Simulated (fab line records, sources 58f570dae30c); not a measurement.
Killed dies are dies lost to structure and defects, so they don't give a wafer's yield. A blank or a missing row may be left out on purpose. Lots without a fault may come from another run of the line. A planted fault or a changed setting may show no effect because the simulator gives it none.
A struck lot beside a sound one | flow berkeley_cmos170 | 44 steps out of a route of 331
Sound: wafers L981.3, L981.5, L981.6. Struck: wafers L983.1, L983.2, L983.3. The cause comes at the end.
At each step with rows: each side's tool, then ch and its chambers, then its first start. Under that, the readings that differ: sound wafers | struck wafers | difference of the means | sigmas: that difference in standard deviations of wafers without a fault.
alike: readings whose means differ by less than 2 such deviations, and words and numbers that are the same on both sides. not compared: withheld readings, readings that some wafer has no value for, bounds like >300 that may hide the same value, and numbers for which the record gives no deviation and whose values overlap.
The two part at a step that has a row with sigmas, a row that says differs or no value, or rows on one side only. Numbers that don't overlap but have no deviation are shown without sigmas and don't part them. A reading that every wafer of one side lacks parts them only if that side has two wafers or more.

UCB170_GATE_STRIP_16: strips in O2.
  sound on plasma_asher-04 ch 0,1, day 6 21:56; struck on plasma_asher-04 ch 0,1, day 7 10:11
  alike: drypump_motor_current_A, oes_product_au
  not compared: rf_hours_counter_h
UCB170_GATE_CD_MEAS_90: target cd 350 nm.
  sound on cd_sem-01, day 6 22:02; struck on cd_sem-02, day 7 10:17
  alike: cd_nm
then, 7 steps without rows for these wafers: UCB170_GATE_CLEAN_17 (cleans in SPM, time 600 s); UCB170_PLDD_HMDS_00 (prime time 60 s); UCB170_PLDD_COAT_01 (resist thk 900 nm); UCB170_PLDD_SOFTBAKE_02 (time 60 s); UCB170_PLDD_EXPOSE_03 (exposes mask PSELECT, target cd 1200 nm); UCB170_PLDD_PEB_04; UCB170_PLDD_DEVELOP_05 (develop time 45 s).
UCB170_PLDD_CD_MEAS_06: target cd 1200 nm.
  sound on cd_sem-02, day 6 23:58; struck on cd_sem-01, day 7 11:44
  alike: cd_nm
UCB170_PLDD_OVL_MEAS_07:
  sound on overlay-01, day 7 00:03; struck on overlay-01, day 7 11:51
  alike: PLDD_OVL
then, 1 step without rows for these wafers: UCB170_PLDD_IMPLANT_08.
UCB170_PLDD_IMPLANT_09:
  sound on implanter-01 ch 0, day 7 00:24; struck on implanter-01 ch 0, day 7 12:07
  reading                   | sound             | struck            | difference | sigmas
  implant_ion_amu           | 49 49 49          | 11 11 11          | -38        |
  model.implant.rp_nm (nm)  | 10.23 10.23 10.23 | 33.04 33.04 33.04 | +22.81     |
  model.implant.drp_nm (nm) | 6.005 6.005 6.005 | 17.11 17.11 17.11 | +11.11     |
  alike: beam_on_s, end_station_pressure_torr
then, 1 step without rows for these wafers: UCB170_PLDD_STRIP_10 (strips in O2).
UCB170_PLDD_TW_MEAS_11:
  sound on film_metro-01, day 7 00:37; struck on film_metro-03, day 7 12:22
  reading | sound          | struck      | difference | sigmas
  PLDD_TW | 1005 1005 1009 | 872 871 874 | -134       | -30
then, 7 steps without rows for these wafers: UCB170_PLDD_CLEAN_12 (cleans in SPM, time 600 s); UCB170_NLDD_HMDS_00 (prime time 60 s); UCB170_NLDD_COAT_01 (resist thk 900 nm); UCB170_NLDD_SOFTBAKE_02 (time 60 s); UCB170_NLDD_EXPOSE_03 (exposes mask NSELECT, target cd 1200 nm); UCB170_NLDD_PEB_04; UCB170_NLDD_DEVELOP_05 (develop time 45 s).
UCB170_NLDD_CD_MEAS_06: target cd 1200 nm.
  sound on cd_sem-01, day 7 01:46; struck on cd_sem-02, day 7 13:37
  alike: cd_nm
UCB170_NLDD_OVL_MEAS_07:
  sound on overlay-01, day 7 01:52; struck on overlay-01, day 7 13:44
  alike: NLDD_OVL
then, 2 steps without rows for these wafers: UCB170_NLDD_IMPLANT_08; UCB170_NLDD_IMPLANT_09.
UCB170_NLDD_STRIP_10: strips in O2.
  sound on plasma_asher-04 ch 0,1, day 7 02:13; struck on plasma_asher-01 ch 0,1, day 7 14:04
  reading                     | sound       | struck      | difference | sigmas
  drypump_motor_current_A (A) | 6.6 6.6 5.9 | 5.0 5.1 5.0 | -1.3       | -3
  alike: oes_product_au, strip_time_to_endpoint_s
  not compared: rf_hours_counter_h
UCB170_NLDD_TW_MEAS_11:
  sound on film_metro-03, day 7 02:18; struck on film_metro-04, day 7 14:10
  alike: NLDD_TW
then, 1 step without rows for these wafers: UCB170_NLDD_CLEAN_12 (cleans in SPM, time 600 s).
UCB170_SPACER_CVD_00: deposits SiO2 from TEOS/O2, target thk 376 nm, time 47 s.
  sound on pecvd-03 ch 0,2, day 7 05:32; struck on pecvd-04 ch 0,1,2, day 7 14:25
  alike: heater_power_w
UCB170_SPACER_THK_MEAS_01:
  sound on film_metro-02, day 7 05:35; struck on film_metro-02, day 7 14:27
  alike: SPACER_TEOS_THK
then, 1 step without rows for these wafers: UCB170_SPACER_ANNEAL_02 (time 1800 s).
UCB170_SPACER_ETCHBACK_03: etches SiO2 in CHF3/CF4/Ar, stops on Si, target depth 376 nm, time 100 s.
  sound on rie_diel-04 ch 1,2, day 7 09:09; struck on rie_diel-02 ch 0,2,3, day 7 18:19
  alike: drypump_motor_current_A, oes_product_au, throttle_valve_pct
  not compared: rf_hours_counter_h
then, 4 steps without rows for these wafers: UCB170_PSD_HMDS_00 (prime time 60 s); UCB170_PSD_COAT_01 (resist thk 900 nm); UCB170_PSD_SOFTBAKE_02 (time 60 s); UCB170_PSD_EXPOSE_03 (exposes mask PSELECT MOD, target cd 1200 nm).
UCB170_PSD_PEB_04:
  sound on litho_track-04 ch 0, day 7 10:07; struck on litho_track-01 ch 0, day 7 19:27
  alike: plate_sensor_t_centre_C, plate_sensor_t_edge_C
then, 1 step without rows for these wafers: UCB170_PSD_DEVELOP_05 (develop time 45 s).
UCB170_PSD_CD_MEAS_06: target cd 1200 nm.
  sound on cd_sem-01, day 7 10:22; struck on cd_sem-01, day 7 19:43
  alike: cd_nm
UCB170_PSD_OVL_MEAS_07:
  sound on overlay-01, day 7 10:28; struck on overlay-02, day 7 19:50
  alike: PSD_OVL
then, 1 step without rows for these wafers: UCB170_PSD_IMPLANT_08.
UCB170_SDANNEAL_RS_MEAS_04: measures by four-point-probe.
  sound on film_metro-01, day 7 16:19; struck on film_metro-03, day 8 01:30
  reading          | sound                | struck            | difference | sigmas
  PLDD_RS (ohm/sq) | 1035.1 1034.9 1033.3 | 936.5 936.9 934.1 | -98.6      | -41
UCB170_M3_PROBE_99:
  the record has rows for the sound wafers here (prober-02, day 8 14:17) and none for the struck ones

WHERE THEY PART
First at UCB170_PLDD_TW_MEAS_11; last, within this record, at UCB170_M3_PROBE_99.

WHY: what the simulator had put in
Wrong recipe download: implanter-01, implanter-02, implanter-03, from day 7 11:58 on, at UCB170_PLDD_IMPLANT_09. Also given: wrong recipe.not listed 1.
